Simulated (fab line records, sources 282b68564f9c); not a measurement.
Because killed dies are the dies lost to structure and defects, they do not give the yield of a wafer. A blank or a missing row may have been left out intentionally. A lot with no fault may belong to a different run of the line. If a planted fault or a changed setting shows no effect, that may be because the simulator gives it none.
Problem report in the 8D (eight disciplines) form, filled by code | flow rit_cmos | the parts of the form that need people (team, actions taken, sign-off) are left out

== 1. THE ISSUE ==
Across 2 wafers from 2 lots, SILICIDE_TI_RS at RIT_SILICIDE_RS_MEAS_02 averages 39.7 ohm/sq, while fault-free wafers read 48.0 ohm/sq with a standard deviation of 0.73. That puts it -11 standard deviations away from the usual mean.
The step: measures by four-point-probe.
Earliest sighting: wafer L843.2 on film_metro-03 at day 4 01:09. The record holds 41 wafers of 14 lots with a number at this step. Rule for "out" (also "out of limits"): further than 4 standard deviations from the usual mean. The other wafers with a number count as sound.

== 2. WHAT IT IS; WHAT IT IS NOT ==
question                    | is               | is not
which readings at this step | SILICIDE_TI_RS   | -
which lots                  | L843, L850       | L839, L841, L842, L851, L853, L855, L857, L858, L859, L860, L861, L862
which wafers of those lots  | L843.2, L850.1   | L843.3, L843.5, L850.4
read on which gauges        | film_metro-03    | film_metro-02, film_metro-04
when                        | from day 4 01:09 | up to then (11 sound wafers); but 28 sound wafers of L850, L851, L853, L855, L857, L858, L859, L860, L861, L862 came after

== 3. THE SUSPECTS, EACH WITH WHAT RULES IT OUT ==
Counting: a tool at a process step up to the reading stays a suspect if it ran every lot that is out. Sound lots after the first of them don't rule it out here, since some wafers of a struck lot are sound.
- the gauge at RIT_SILICIDE_RS_MEAS_02: kept. All the wafers that are out were read on film_metro-03, and no step on other tools shows them out.
- pvd_sputter-03 at RIT_SILICIDE_SPUTTER_01 (material Ti, target thk 30 nm, time 240 s): kept. Ran every lot that is out, first one L843 (day 4 00:59); last sound lot up to then L841 (day 3 18:43).
What counting leaves: pvd_sputter-03 at RIT_SILICIDE_SPUTTER_01 and film_metro-03 at RIT_SILICIDE_RS_MEAS_02.

== 4. THE CAUSE (what the simulator had put in) ==
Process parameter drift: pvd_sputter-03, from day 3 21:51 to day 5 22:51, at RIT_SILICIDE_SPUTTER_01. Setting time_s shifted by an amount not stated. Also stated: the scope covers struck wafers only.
2 suspects survive the count, and this tool is in that group.

== 5. SEQUENCE OF EFFECTS, ordered by route ==
Each row: a reading where the mean over the struck wafers with a number is more than 3 standard deviations away from the usual. Scope: only readings with a usual standard deviation given in the record; hours: median across lots of the time from each lot's start at the first step in this table that gives one to its start at this step; sigmas: change in usual standard deviations.
hours | step                     | reading         | usual       | on struck wafers | change | sigmas
0     | RIT_SILICIDE_RS_MEAS_02  | SILICIDE_TI_RS  | 48.0 ohm/sq | 39.7             | -8.3   | -11
0     | RIT_SILICIDE_THK_MEAS_03 | SILICIDE_TI_THK | 29.7 nm     | 34.5             | +4.8   | +13

== 6. WHAT WOULD HAVE CAUGHT IT SOONER ==
3 hours passed between the start of the fault at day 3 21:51 and the first reading out of limits at a measuring or inspecting step in this record, taken at day 4 01:09.
Of the tool readings at RIT_SILICIDE_SPUTTER_01 for which the record gives a usual standard deviation, none was out on any struck wafer, so an alarm limit of 4 standard deviations on them would not have fired.
Among the 2 lots that are out, L850 began RIT_SILICIDE_SPUTTER_01 on pvd_sputter-03 after day 4 01:09. Had the tool been put on hold then, it would have been spared.
